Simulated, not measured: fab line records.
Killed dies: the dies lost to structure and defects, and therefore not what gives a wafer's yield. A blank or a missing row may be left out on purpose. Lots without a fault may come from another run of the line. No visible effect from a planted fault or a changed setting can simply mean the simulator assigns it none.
One fault through the eyes of 2 desks | flow berkeley_cmos170 | every desk sees just its own numbers, and what lay behind them comes last

## FROM THE METROLOGY DESK
Means of the sampled wafers that have a number, per lot and without regard to the tool the lot ran on: this is what the gauges read. A lot is out of limits, marked OUT, if its mean lies more than 4 standard deviations from the usual mean; the brackets give that distance.
Columns: A = ACTIVE_NITRIDE_THK at UCB170_ACTIVE_THK_MEAS_06, usual 220.3 nm
lot  | first seen here | A
L274 | day 4 12:25     | 221.2
L275 | day 4 20:00     | 217.8
L276 | day 4 20:01     | 222.0
L277 | day 4 20:03     | 222.7
L279 | day 5 10:37     | 221.6
L278 | day 5 10:38     | 220.1
L280 | day 5 16:23     | 217.7
L282 | day 6 01:49     | 219.0
L285 | day 6 18:03     | 221.2
L287 | day 6 22:35     | 221.9
L288 | day 6 22:35     | 221.8
L290 | day 7 09:25     | 349.5 (+76) OUT
L289 | day 7 09:26     | 348.7 (+76) OUT
L292 | day 7 22:58     | 220.7
Per this desk, out of limits: L289, L290; the first was L290, day 7 09:25 (ACTIVE_NITRIDE_THK at UCB170_ACTIVE_THK_MEAS_06). L274, L275, L276, L277, L279, L278, L280, L282, L285, L287, L288, L292: within limits.

## AT THE TOOL OWNER'S DESK: lpcvd-01
The tool's own readings at UCB170_ACTIVE_CVD_05 (deposits Si3N4 from SiH2Cl2/NH3, target thk 220 nm, time 3300 s): means of the sampled wafers that have a number, for each lot that ran on this tool. A lot is out of limits, marked OUT, if its mean lies more than 4 standard deviations from the usual mean; the brackets give that distance.
Columns: A = spike_tc_source_C at UCB170_ACTIVE_CVD_05, usual 822.0 C
lot  | first seen here | A
L275 | day 4 18:04     | 822.9
L276 | day 4 18:04     | 822.3
L277 | day 4 18:04     | 822.6
L285 | day 6 16:07     | 822.8
L287 | day 6 20:40     | 822.0
L288 | day 6 20:40     | 822.1
L289 | day 7 07:30     | 822.4
L290 | day 7 07:30     | 822.2
This desk found nothing out of limits on any of the 8 lots.

## TAKEN TOGETHER
The metrology desk could have raised an alarm at day 7 09:25, on L289, L290.
The desk of the tool owner found nothing out of limits.
On record at the tool owner's desk: L289, L290, within its limits.
UCB170_ACTIVE_CVD_05 was run on lpcvd-01 by each of the lots named.

## WHAT THE SIMULATOR PUT IN
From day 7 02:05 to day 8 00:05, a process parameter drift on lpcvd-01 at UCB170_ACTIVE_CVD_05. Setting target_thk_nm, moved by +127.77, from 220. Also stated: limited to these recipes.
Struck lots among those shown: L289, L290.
Time in hours between the start of the fault and the first out-of-limits reading at each desk: metrology desk, 7.
